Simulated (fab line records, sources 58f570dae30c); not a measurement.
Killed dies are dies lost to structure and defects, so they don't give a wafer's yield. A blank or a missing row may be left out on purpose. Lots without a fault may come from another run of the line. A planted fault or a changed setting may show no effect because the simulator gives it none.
fab line records | flow berkeley_cmos170
record lots=14 wafers=42 last_day=13
route steps=331 shown ACTIVE@75 V1@268 M3@325
lots that met no fault: from a run of the same line without faults
start_h: hours from the record's first day to the start of the lot's first wafer shown | wait_h: hours since the lot's step before | " the same as in the row above | L1.1+2: a row that stands for several wafers | - no value, or no start given | * or withheld: withheld | < > ~ a bound
route shown NAME@n: a module of which the file shows steps, and the number in the route of the first | usual: mean/standard deviation of fault-free wafers | same: alike in all rows | chamber/n: place in a boat | sites: the reading at each site | _std_site: their standard deviation | _edge_site: outer sites' mean less inner sites' | radius_mm: how far each site lies from the wafer's centre | mask NAME#n: copy n | behind: the tool/chamber that last shaped the wafer | hold: why the lot was held/for how many hours/how that ended | device: the transistor (n, p or np) that didn't switch | end of line: the same wafers' tests at the end of the route | a step without rows: its recipe alone | killed: dies lost to structure and defects at the first sort, not the wafer's yield | map: a wafer's dies, x killed, . not, _ none there
set.NAME: the setting as run; set.NAME@STEP: as run at that earlier step | model.NAME: the simulator's own value behind a step, which no gauge read
steps of the route over a sample of lots; a table a step, a row a wafer
services: from which hour (start_h, from the record's first day; less than 0 if before it) a tool's chamber was out of use, for how many hours, and why
## steps
# step UCB170_ACTIVE_ETCH_15
# recipe chemistry=CH3F/Ar/O2 target=Si3N4 stop_on=SiO2 CH3F_flow_sccm=20 Ar_flow_sccm=50 O2_flow_sccm=7 pressure_mtorr=50 rf_w=450 target_depth_a=2420 over_etch_frac=0.1 time_s=151
# usual drypump_motor_current_A=5.8/0.53 oes_product_au=0.942/0.015 over_etch_frac=0.1/0 throttle_valve_pct=8.07/0.15
# columns lot.wafer tool chamber start_h wait_h drypump_motor_current_A oes_product_au over_etch_frac rf_hours_counter_h throttle_valve_pct
L854.1 rie_diel-04 3 96.82 0.0 5.4 0.931 0.1 32 8.18
L854.3 " 0 " " 5.0 0.962 0.1 137 8.01
L854.4 " 2 " " 6.3 0.931 0.1 12 7.77
L853.2 rie_diel-03 2 97.05 0.0 6.5 0.961 0.1 122 8.17
L853.4 " 3 " " 5.2 0.944 0.1 - 8.04
L853.6 " 2 " " 6.5 0.966 0.1 - 8.19
L855.2 rie_diel-04 0 105.88 0.0 5.0 0.973 0.1 137 8.03
L855.4 " 2 " " 6.4 0.951 0.1 13 7.79
L855.5 " 2 " " 6.3 0.950 0.1 - 7.76
L857.3 rie_diel-04 0 112.60 0.0 5.1 0.946 0.1 137 8.02
L857.5 " 0 " " 5.0 0.962 0.1 - 8.01
L857.6 " 1 " " 5.6 0.913 0.1 - 8.14
L858.2 rie_diel-03 2 123.37 0.0 6.5 0.959 0.1 124 8.19
L858.3 " 3 " " 5.2 0.928 0.1 68 8.03
L858.6 " 3 " " 5.2 0.925 0.1 - 8.02
L860.3 rie_diel-04 3 130.26 0.0 5.4 0.924 0.1 33 8.18
L860.4 " 2 " " 6.4 0.940 0.1 13 7.75
L860.5 " 0 " " 5.0 0.964 0.1 - 8.03
L859.3 rie_diel-04 1 130.68 0.0 5.6 0.920 0.1 32 8.14
L859.4 " 2 " " 6.3 0.949 0.1 13 7.76
L859.5 " 3 " " 5.4 0.932 0.1 - 8.17
L862.2 rie_diel-02 3 140.19 0.0 5.9 0.935 0.1 125 8.02
L862.4 " 2 " " 5.9 0.942 0.1 2 8.20
L862.5 " 2 " " 5.9 0.944 0.1 - 8.20
L868.4 rie_diel-03 3 168.78 0.0 5.2 0.943 0.1 70 8.05
L868.5 " 2 " " 6.6 0.964 0.1 - 8.20
L868.6 " 3 " " 5.2 0.936 0.1 - 8.03
L871.4 rie_diel-03 3 177.34 0.0 5.2 0.940 0.1 71 8.05
L871.5 " 1 " " 6.6 0.939 0.1 - 7.78
L871.6 " 0 " " 6.3 0.946 0.1 - 8.16
L869.3 rie_diel-04 3 177.62 0.0 5.4 0.942 0.1 35 8.17
L869.4 " 2 " " 6.3 0.954 0.1 15 7.76
L869.6 " 3 " " 5.4 0.937 0.1 - 8.19
L873.1 rie_diel-02 1 196.28 0.0 5.2 0.927 0.1 10 8.19
L873.3 " 2 " " 5.8 0.955 0.1 5 8.20
L873.5 " 2 " " 5.9 0.952 0.1 - 8.20
L875.2 rie_diel-04 3 196.46 0.0 5.4 0.927 0.1 36 8.18
L875.5 " 2 " " 6.4 0.949 0.1 - 7.78
L875.6 " 3 " " 5.4 0.926 0.1 - 8.15
L876.3 rie_diel-04 1 205.39 0.0 5.6 0.913 0.1 35 8.15
L876.5 " 0 " " 5.0 0.966 0.1 - 8.02
L876.6 " 1 " " 5.6 0.919 0.1 - 8.15
# step UCB170_ACTIVE_STRIP_16
# recipe chemistry=O2 power_w=400 pressure_mtorr=3500 platen_temp_c=withheld o2_flow_sccm=400 overash_fraction=0.5
# usual drypump_motor_current_A=5.63/0.28 o2_flow_sccm=400.2/1.1 oes_product_au=0.720/0.0045 strip_time_to_endpoint_s=18.05/0.08
# columns lot.wafer tool chamber start_h wait_h drypump_motor_current_A o2_flow_sccm oes_product_au rf_hours_counter_h strip_time_to_endpoint_s
L854.1 plasma_asher-04 1 96.92 0.1 5.46 398.9 0.716 29 18.04
L854.3 " 0 " " 5.25 398.6 0.720 - 17.98
L854.4 " 1 " " 5.45 398.7 0.717 - 17.99
L853.2 plasma_asher-02 0 97.15 0.1 5.60 398.5 0.722 31 18.06
L853.4 " 0 " " 5.61 399.2 0.715 - 17.98
L853.6 " 0 " " 5.61 398.6 0.712 - 18.07
L855.2 plasma_asher-03 1 105.98 0.1 5.85 400.8 0.726 40 18.05
L855.4 " 1 " " 5.85 400.6 0.718 - 18.08
L855.5 " 1 " " 5.80 399.9 0.718 - 18.11
L857.3 plasma_asher-04 1 112.74 0.1 5.45 401.1 0.716 - 17.99
L857.5 " 1 " " 5.46 400.3 0.724 - 18.01
L857.6 " 0 " " 5.26 400.5 0.723 - 17.97
L858.2 plasma_asher-04 1 123.47 0.1 5.48 399.7 0.719 32 18.13
L858.3 " 0 " " 5.29 400.7 0.714 - 18.02
L858.6 " 1 " " 5.47 400.2 0.721 - 17.97
L860.3 plasma_asher-03 0 130.39 0.1 5.31 400.7 0.720 - 18.07
L860.4 " 1 " " 5.81 400.0 0.724 - 18.07
L860.5 " 0 " " 5.29 401.5 0.715 - 18.00
L859.3 plasma_asher-04 1 130.81 0.1 5.45 399.0 0.720 - 17.87
L859.4 " 0 " " 5.23 399.1 0.720 - 18.00
L859.5 " 1 " " 5.46 401.0 0.718 - 17.93
L862.2 plasma_asher-02 0 140.29 0.1 5.60 401.2 0.718 36 18.07
L862.4 " 0 " " 5.62 401.0 0.719 - 18.24
L862.5 " 1 " " 6.04 401.2 0.719 - 18.16
L868.4 plasma_asher-02 1 168.91 0.1 6.04 400.4 0.719 - 17.95
L868.5 " 0 " " 5.61 402.4 0.715 - 18.13
L868.6 " 1 " " 6.03 400.1 0.724 - 17.99
L871.4 plasma_asher-02 1 177.48 0.1 6.03 400.7 0.722 - 17.98
L871.5 " 0 " " 5.62 401.0 0.723 - 18.13
L871.6 " 1 " " 6.02 398.7 0.717 - 18.06
L869.3 plasma_asher-03 1 177.75 0.1 5.83 400.5 0.717 - 18.11
L869.4 " 0 " " 5.33 399.7 0.720 - 18.02
L869.6 " 0 " " 5.30 399.6 0.722 - 18.05
L873.1 plasma_asher-03 0 196.38 0.1 5.32 400.8 0.730 7 17.98
L873.3 " 0 " " 5.31 401.6 0.722 - 18.08
L873.5 " 0 " " 5.32 400.0 0.721 - 18.15
L875.2 plasma_asher-02 1 196.56 0.1 6.01 400.0 0.723 43 18.08
L875.5 " 1 " " 6.05 400.1 0.729 - 18.09
L875.6 " 0 " " 5.60 402.4 0.722 - 18.07
L876.3 plasma_asher-02 1 205.52 0.1 6.02 402.6 0.713 - 18.06
L876.5 " 1 " " 6.02 401.6 0.720 - 18.06
L876.6 " 0 " " 5.61 397.8 0.715 - 18.11
# step UCB170_V1_ETCH_14
# recipe chemistry=CHF3/CF4/Ar target=SiO2 stop_on=Al CHF3_flow_sccm=45 cf4_flow_sccm=15 Ar_flow_sccm=150 pressure_mtorr=200 rf_w=700 target_depth_a=12500 over_etch_frac=0.25 time_s=291
# usual CHF3_flow_sccm=44.99/0.13 drypump_motor_current_A=5.6/0.35 oes_product_au=0.874/0.016 over_etch_frac=0.25/0 throttle_valve_pct=6.95/0.1
# columns lot.wafer tool chamber start_h wait_h CHF3_flow_sccm drypump_motor_current_A oes_product_au over_etch_frac rf_hours_counter_h throttle_valve_pct
L854.1 rie_diel-02 3 182.49 0.0 45.10 6.0 0.873 0.25 127 6.94
L854.3 " 1 " " 45.12 5.2 0.863 0.25 9 7.07
L854.4 " 1 " " 45.14 5.2 0.847 0.25 - 7.08
L853.2 rie_diel-04 2 185.06 0.0 44.87 6.3 0.875 0.25 15 6.70
L853.4 " 3 " " 45.00 5.4 0.866 0.25 35 7.07
L853.6 " 0 " " 45.29 5.0 0.895 0.25 - 6.91
L857.3 rie_diel-01 2 190.76 0.0 45.12 5.9 0.883 0.25 104 6.98
L857.5 " 3 " " 45.06 5.4 0.911 0.25 - 6.92
L857.6 " 0 " " 44.98 5.5 0.866 0.25 - 6.86
L855.2 rie_diel-02 1 194.83 0.0 44.84 5.2 0.850 0.25 10 7.07
L855.4 " 3 " " 45.04 5.9 0.874 0.25 - 6.94
L855.5 " 2 " " 44.96 5.8 0.882 0.25 - 7.07
L858.2 rie_diel-04 3 208.88 0.0 45.14 5.4 0.874 0.25 36 7.07
L858.3 " 2 " " 45.00 6.4 0.875 0.25 17 6.70
L858.6 " 3 " " 45.07 5.4 0.872 0.25 - 7.09
L860.3 rie_diel-04 1 212.52 0.0 45.16 5.6 0.850 0.25 36 7.03
L860.4 " 1 " " 44.91 5.7 0.855 0.25 - 7.02
L860.5 " 2 " " 44.90 6.3 0.882 0.25 - 6.71
L859.3 rie_diel-01 0 216.82 0.0 45.09 5.5 0.860 0.25 109 6.86
L859.4 " 3 " " 44.76 5.4 0.902 0.25 93 6.94
L859.5 " 1 " " 45.23 5.5 0.861 0.25 - 6.88
L862.2 rie_diel-02 3 230.63 0.0 44.83 6.0 0.860 0.25 130 6.94
L862.4 " 0 " " 44.97 6.2 0.854 0.25 23 7.00
L862.5 " 1 " " 44.74 5.2 0.858 0.25 - 7.07
L868.4 rie_diel-01 1 250.37 0.0 44.84 5.5 0.778 0.52698 78 6.86
L868.5 " 2 " " 45.13 5.9 0.794 0.52698 - 6.97
L868.6 " 1 " " 44.96 5.5 0.777 0.52698 - 6.87
L871.4 rie_diel-04 1 255.60 0.0 45.04 5.6 0.852 0.25 37 7.03
L871.5 " 0 " " 44.95 5.0 0.878 0.25 - 6.93
L871.6 " 1 " " 45.04 5.6 0.849 0.25 - 7.02
L869.3 rie_diel-01 2 259.82 0.0 44.93 5.9 0.800 0.52698 108 6.98
L869.4 " 1 " " 44.85 5.5 0.769 0.52698 79 6.87
L869.6 " 3 " " 44.95 5.4 0.816 0.52698 - 6.91
L873.1 rie_diel-04 3 276.60 0.0 44.99 5.4 0.861 0.25 38 7.09
L873.3 " 2 " " 44.56 6.4 0.880 0.25 18 6.70
L873.5 " 0 " " 45.13 5.0 0.866 0.25 - 6.91
L875.2 rie_diel-02 2 278.31 0.0 44.85 5.9 0.878 0.25 10 7.10
L875.5 " 3 " " 44.98 5.9 0.861 0.25 - 6.94
L875.6 " 2 " " 44.94 5.9 0.880 0.25 - 7.07
L876.3 rie_diel-02 1 294.40 0.0 45.04 5.2 0.861 0.25 15 7.08
L876.5 " 2 " " 45.03 5.8 0.872 0.25 - 7.09
L876.6 " 0 " " 44.73 6.2 0.850 0.25 - 7.00
# step UCB170_V1_STRIP_15
# recipe chemistry=O2 power_w=400 pressure_mtorr=3500 platen_temp_c=withheld o2_flow_sccm=400 overash_fraction=0.5
# usual drypump_motor_current_A=5.61/0.28 o2_flow_sccm=400.1/1.2 oes_product_au=0.721/0.0045 strip_time_to_endpoint_s=15.28/0.11
# columns lot.wafer tool chamber start_h wait_h drypump_motor_current_A o2_flow_sccm oes_product_au rf_hours_counter_h strip_time_to_endpoint_s
L854.1 plasma_asher-04 0 182.67 0.1 5.27 400.4 0.734 39 15.43
L854.3 " 1 " " 5.46 402.1 0.718 - 15.32
L854.4 " 0 " " 5.27 398.7 0.727 - 15.31
L853.2 plasma_asher-03 1 185.23 0.1 5.86 399.6 0.721 6 15.30
L853.4 " 0 " " 5.31 401.0 0.723 - 15.42
L853.6 " 0 " " 5.29 400.9 0.720 - 15.17
L857.3 plasma_asher-02 0 190.97 0.1 5.62 401.9 0.719 - 15.24
L857.5 " 1 " " 6.05 400.6 0.723 - 15.23
L857.6 " 0 " " 5.60 400.0 0.726 - 15.24
L855.2 plasma_asher-04 1 195.01 0.1 5.46 400.8 0.722 40 15.27
L855.4 " 1 " " 5.48 398.9 0.721 - 15.22
L855.5 " 0 " " 5.25 401.0 0.722 - 15.54
L858.2 plasma_asher-02 0 209.06 0.1 5.63 400.8 0.720 45 15.40
L858.3 " 1 " " 6.04 400.6 0.723 - 15.45
L858.6 " 0 " " 5.62 401.2 0.711 - 15.43
L860.3 plasma_asher-02 1 212.73 0.1 6.03 400.7 0.723 - 15.21
L860.4 " 0 " " 5.60 399.4 0.724 - 15.21
L860.5 " 1 " " 6.04 400.3 0.720 - 15.43
L859.3 plasma_asher-03 1 217.03 0.1 5.86 401.5 0.724 - 15.42
L859.4 " 0 " " 5.30 400.2 0.724 - 15.24
L859.5 " 1 " " 5.87 402.3 0.720 - 15.16
L862.2 plasma_asher-03 0 230.81 0.1 5.34 401.1 0.727 11 15.14
L862.4 " 1 " " 5.89 398.5 0.718 - 15.39
L862.5 " 0 " " 5.34 400.7 0.721 - 15.08
L868.4 plasma_asher-02 1 250.58 0.1 6.05 398.3 0.713 - 13.61
L868.5 " 0 " " 5.61 401.0 0.718 - 13.67
L868.6 " 1 " " 6.01 400.2 0.720 - 13.56
L871.4 plasma_asher-04 1 255.81 0.1 5.45 401.8 0.732 - 15.25
L871.5 " 0 " " 5.24 400.0 0.718 - 15.25
L871.6 " 1 " " 5.48 398.4 0.726 - 15.30
L869.3 plasma_asher-02 1 260.04 0.1 5.99 400.6 0.724 - 13.80
L869.4 " 0 " " 5.60 400.6 0.719 - 13.80
L869.6 " 0 " " 5.62 399.9 0.714 - 13.77
L873.1 plasma_asher-02 1 276.78 0.1 6.03 398.2 0.723 54 15.26
L873.3 " 1 " " 5.99 397.3 0.722 - 15.34
L873.5 " 0 " " 5.61 399.7 0.722 - 15.22
L875.2 plasma_asher-02 0 278.49 0.1 5.62 399.2 0.716 54 15.36
L875.5 " 1 " " 6.00 399.5 0.727 - 15.08
L875.6 " 0 " " 5.61 400.0 0.726 - 15.35
L876.3 plasma_asher-02 0 294.62 0.1 5.60 399.9 0.724 - 15.12
L876.5 " 1 " " 6.08 400.1 0.724 - 15.35
L876.6 " 0 " " 5.61 398.7 0.723 - 15.31
# step UCB170_M3_OVL_MEAS_16
# usual M3_OVL=1/6.8
# columns lot.wafer tool chamber start_h wait_h M3_OVL[nm]
L854.1 overlay-01 - 192.66 0.1 10
L854.3 " - " " 12
L854.4 " - " " 4
L853.2 overlay-02 - 197.87 0.1 9
L853.4 " - " " 9
L853.6 " - " " 4
L857.3 overlay-01 - 200.50 0.1 -1
L857.5 " - " " -8
L857.6 " - " " -15
L855.2 overlay-02 - 204.89 0.1 -1
L855.4 " - " " -1
L855.5 " - " " -2
L858.2 overlay-02 - 220.14 0.1 8
L858.3 " - " " 6
L858.6 " - " " 6
L860.3 overlay-02 - 225.26 0.1 -4
L860.4 " - " " 2
L860.5 " - " " -12
L859.3 overlay-02 - 225.97 0.1 -2
L859.4 " - " " 0
L859.5 " - " " 0
L862.2 overlay-01 - 239.83 0.1 8
L862.4 " - " " 9
L862.5 " - " " 11
L868.4 overlay-01 - 261.08 0.1 11
L868.5 " - " " 9
L868.6 " - " " 0
L871.4 overlay-01 - 265.10 0.1 0
L871.5 " - " " -8
L871.6 " - " " 0
L869.3 overlay-02 - 268.69 0.1 -1
L869.4 " - " " -6
L869.6 " - " " -6
L873.1 overlay-01 - 284.22 0.1 12
L873.3 " - " " 11
L873.5 " - " " -2
L875.2 overlay-02 - 287.93 0.1 -4
L875.5 " - " " -5
L875.6 " - " " -5
L876.3 overlay-01 - 303.83 0.1 -5
L876.5 " - " " -6
L876.6 " - " " 1
## services
# columns tool chamber start_h hours kind
plasma_asher-03 - 108.75 9.0 pm
plasma_asher-03 0 108.75 9.0 vent_cycle
plasma_asher-03 1 108.75 9.0 vent_cycle
plasma_asher-04 - 114.70 2.0 repair
rie_diel-02 - 115.80 18.1 repair
plasma_asher-03 0 117.75 - clean
plasma_asher-03 1 117.75 - clean
rie_diel-03 1 127.93 - clean
rie_diel-03 1 127.93 30.0 scheduled_down
rie_diel-03 1 127.93 30.0 vent_cycle
plasma_asher-03 - 144.94 14.2 repair
rie_diel-02 0 158.88 51.2 repair
rie_diel-02 2 165.59 7.0 repair
rie_diel-01 2 166.75 1.9 repair
rie_diel-03 1 190.93 11.5 repair
plasma_asher-03 - 199.55 2.8 pm
plasma_asher-04 - 209.06 5.4 repair
rie_diel-04 0 210.72 - clean
rie_diel-04 0 210.72 22.8 scheduled_down
rie_diel-04 0 210.72 22.8 vent_cycle
rie_diel-04 - 221.59 14.6 pm
rie_diel-01 1 262.82 21.0 repair
rie_diel-02 3 285.09 - clean
plasma_asher-03 - 291.17 0.3 repair
## key
first_sign step=UCB170_V1_ETCH_14 reading=over_etch_frac direction=up sigmas=99+ usual=0.25 struck=0.52698
effect step=UCB170_V1_ETCH_14 reading=oes_product_au direction=down sigmas=5.3 usual=0.874 struck=0.789
effect step=UCB170_V1_STRIP_15 reading=strip_time_to_endpoint_s direction=down sigmas=15 usual=* struck=*
met_at UCB170_V1_ETCH_14
struck_lots L868,L869
not_acting_at UCB170_ACTIVE_ETCH_15,UCB170_ACTIVE_STRIP_16,UCB170_M3_OVL_MEAS_16
onset_between 216.82 250.37
fault kind=process_parameter_drift tool=rie_diel-01 chamber=- onset_h=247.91 steps=UCB170_V1_ETCH_14 channel=over_etch_frac offset=0.27698 shape=step end_h=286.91 acts_in=these_recipes_only stated=0.25
